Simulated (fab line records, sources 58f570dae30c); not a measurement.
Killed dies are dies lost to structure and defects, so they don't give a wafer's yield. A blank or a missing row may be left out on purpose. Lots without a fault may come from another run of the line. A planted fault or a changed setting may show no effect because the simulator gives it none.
Tool commonality check | flow berkeley_cmos170 | 14 lots, 42 wafers sampled

WHY IT WAS OPENED
At UCB170_M1_RS_MEAS_01 the reading M1_AL_RS is flagged on 2 of 14 lots. Wafers without a fault read 0.0485 ohm/sq, standard deviation 0.00049.
Rule: a lot is flagged when every wafer of it that has a number lies more than 4 standard deviations from that mean, or none has a number. The other lots count as sound.

lot  | measured     | on            | M1_AL_RS (ohm/sq), wafer by wafer | flag
L422 | day 7 09:08  | film_metro-02 | 0.0489 0.0489 0.0488              |
L421 | day 7 09:32  | film_metro-01 | 0.0477 0.0481 0.0483              |
L423 | day 7 13:46  | film_metro-02 | 0.0481 0.0482 0.0481              |
L426 | day 7 22:11  | film_metro-02 | 0.0494 0.0490 0.0496              |
L424 | day 8 01:05  | film_metro-01 | 0.0492 0.0498 0.0495              |
L425 | day 8 01:16  | film_metro-04 | 0.0486 0.0481 0.0485              |
L428 | day 8 10:59  | film_metro-04 | 0.0488 0.0484 0.0487              |
L427 | day 8 11:38  | film_metro-01 | 0.0485 0.0481 0.0483              |
L432 | day 9 04:53  | film_metro-01 | 0.0487 0.0485 0.0490              |
L436 | day 10 05:16 | film_metro-02 | 0.0374 0.0375 0.0373              | FLAGGED
L437 | day 10 07:14 | film_metro-04 | 0.0375 0.0372 0.0374              | FLAGGED
L439 | day 10 18:08 | film_metro-04 | 0.0481 0.0482 0.0475              |
L440 | day 10 18:54 | film_metro-02 | 0.0488 0.0490 0.0487              |
L443 | day 11 21:18 | film_metro-02 | 0.0486 0.0487 0.0488              |
The numbers of the flagged lots are 0.0374 ohm/sq on average: -0.0111 ohm/sq against the usual, or -23 standard deviations.

WHICH TOOL RAN EACH LOT
The record holds 1 process step before the reading, out of a route of 331 steps. In each cell: the tool, then ch and the chambers that the sampled wafers went through, then the start.
lot  | flag    | UCB170_M1_SPUTTER_00
L422 |         | pvd_sputter-01, day 7 09:03
L421 |         | pvd_sputter-02, day 7 09:26
L423 |         | pvd_sputter-02, day 7 13:43
L426 |         | pvd_sputter-01, day 7 22:08
L424 |         | pvd_sputter-02, day 8 00:59
L425 |         | pvd_sputter-01, day 8 01:12
L428 |         | pvd_sputter-01, day 8 10:55
L427 |         | pvd_sputter-03, day 8 11:31
L432 |         | pvd_sputter-02, day 9 04:49
L436 | FLAGGED | pvd_sputter-03, day 10 05:12
L437 | FLAGGED | pvd_sputter-03, day 10 07:10
L439 |         | pvd_sputter-01, day 10 18:05
L440 |         | pvd_sputter-02, day 10 18:50
L443 |         | pvd_sputter-02, day 11 21:13
What these steps do:
- UCB170_M1_SPUTTER_00: material Al, target thk 600 nm, time 80 s.
- UCB170_M1_RS_MEAS_01: measures by four-point-probe.

FLAGGED OVER TOTAL, TOOL BY TOOL (the gauges that took the reading come last)
step                 | tool           | lots run | flagged | share of the flagged lots | sound lots run after its first flagged lot
UCB170_M1_SPUTTER_00 | pvd_sputter-01 | 5        | 0       | none                      | -
UCB170_M1_SPUTTER_00 | pvd_sputter-02 | 6        | 0       | none                      | -
UCB170_M1_SPUTTER_00 | pvd_sputter-03 | 3        | 2       | all                       | 0
UCB170_M1_RS_MEAS_01 | film_metro-01  | 4        | 0       | none                      | -
UCB170_M1_RS_MEAS_01 | film_metro-02  | 6        | 1       | some                      | 2 (L440,L443)
UCB170_M1_RS_MEAS_01 | film_metro-04  | 4        | 1       | some                      | 1 (L439)

WHAT THE TABLE ALLOWS
1 row of the table ran every flagged lot: pvd_sputter-03 at UCB170_M1_SPUTTER_00.
- pvd_sputter-03 at UCB170_M1_SPUTTER_00: 2 of its 3 lots flagged. Its last sound lot is L427 (day 8 11:31), its first flagged lot L436 (day 10 05:12): a fault that began between those two fits.
One tool is left: pvd_sputter-03 at UCB170_M1_SPUTTER_00.

WHAT THE SIMULATOR HAD PUT IN
Process parameter drift: pvd_sputter-03, from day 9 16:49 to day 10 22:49, at UCB170_M1_SPUTTER_00. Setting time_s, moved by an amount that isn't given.
Lots struck among those shown: L436, L437. The rule above found the same.
